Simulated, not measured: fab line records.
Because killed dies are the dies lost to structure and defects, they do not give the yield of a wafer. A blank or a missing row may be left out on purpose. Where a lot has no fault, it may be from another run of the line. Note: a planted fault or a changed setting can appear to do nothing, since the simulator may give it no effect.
The tool behind it: which one? / flow berkeley_cmos170 / 7 lots, 21 wafers sampled, at 3 steps of a route of 331

WHAT THE GAUGES SHOWED, per wafer
UCB170_ACTIVE_THK_MEAS_03.
lot=L490; measured=day 4 07:59; on=film_metro-01; ACTIVE_OXIDE_THK (nm)=26.3 26.4 25.7
lot=L495; measured=day 5 03:58; on=film_metro-02; ACTIVE_OXIDE_THK (nm)=25.9 26.0 26.2
lot=L498; measured=day 5 18:50; on=film_metro-01; ACTIVE_OXIDE_THK (nm)=26.6 27.0 26.9
lot=L502; measured=day 6 21:19; on=film_metro-01; ACTIVE_OXIDE_THK (nm)=22.9 22.9 23.2
lot=L509; measured=day 8 03:17; on=film_metro-04; ACTIVE_OXIDE_THK (nm)=26.2 26.6 26.4
lot=L511; measured=day 8 07:56; on=film_metro-01; ACTIVE_OXIDE_THK (nm)=26.7 26.6 26.6
lot=L513; measured=day 8 14:02; on=film_metro-01; ACTIVE_OXIDE_THK (nm)=26.6 26.0 26.2

TOOL THAT RAN EACH LOT (tool first, then ch and the chambers of the sampled wafers, then the start)
lot=L490; UCB170_NWELL_STRIP_15=plasma_asher-02 ch 0,1, day 2 12:39; UCB170_ACTIVE_OXIDATION_02=furnace-04 ch 0, day 4 06:37
lot=L495; UCB170_NWELL_STRIP_15=plasma_asher-02 ch 0,1, day 3 11:42; UCB170_ACTIVE_OXIDATION_02=furnace-03 ch 0, day 5 02:37
lot=L498; UCB170_NWELL_STRIP_15=plasma_asher-03 ch 0,1, day 4 01:17; UCB170_ACTIVE_OXIDATION_02=furnace-04 ch 0, day 5 17:29
lot=L502; UCB170_NWELL_STRIP_15=plasma_asher-01 ch 0,1, day 4 23:49; UCB170_ACTIVE_OXIDATION_02=furnace-04 ch 0, day 6 19:56
lot=L509; UCB170_NWELL_STRIP_15=plasma_asher-02 ch 0,1, day 6 07:41; UCB170_ACTIVE_OXIDATION_02=furnace-03 ch 0, day 8 01:54
lot=L511; UCB170_NWELL_STRIP_15=plasma_asher-02 ch 0,1, day 6 17:36; UCB170_ACTIVE_OXIDATION_02=furnace-01 ch 0, day 8 06:31
lot=L513; UCB170_NWELL_STRIP_15=plasma_asher-02 ch 0,1, day 6 23:47; UCB170_ACTIVE_OXIDATION_02=furnace-03 ch 0, day 8 12:41
- UCB170_NWELL_STRIP_15: strips in O2.
- UCB170_ACTIVE_OXIDATION_02: target thk 26.4 nm, ox time 1260 s.

THE ANSWER, worked out from the rows above alone
Rule: the usual values come from the lots themselves. The widest of any qualifying gaps counts: lots, ordered by their means at a reading, are off when they make up no more than a third of the lots, leave a main group of 4 or more, and stand apart from it by 3 or more times the standard deviation of that group's means. If all means in a main group match to the digits the tables above print for the reading, that group is not used. Also off: a lot with no number at a reading for which 4 or more lots have one. The other lots that the step has rows for count as sound.
Off: L502, seen at UCB170_ACTIVE_THK_MEAS_03 (ACTIVE_OXIDE_THK). Mean 26.4 nm and standard deviation 0.28 in the main group.
If a tool, at a process step before that reading, ran all the lots that are off and no sound lot after the first of them, it fits. Those tools and the gauges at UCB170_ACTIVE_THK_MEAS_03 are tried in the same way. This does not decide it: 2 tools fit, namely plasma_asher-01 at UCB170_NWELL_STRIP_15 and furnace-04 at UCB170_ACTIVE_OXIDATION_02.

WHAT HAD BEEN PUT IN BY THE SIMULATOR
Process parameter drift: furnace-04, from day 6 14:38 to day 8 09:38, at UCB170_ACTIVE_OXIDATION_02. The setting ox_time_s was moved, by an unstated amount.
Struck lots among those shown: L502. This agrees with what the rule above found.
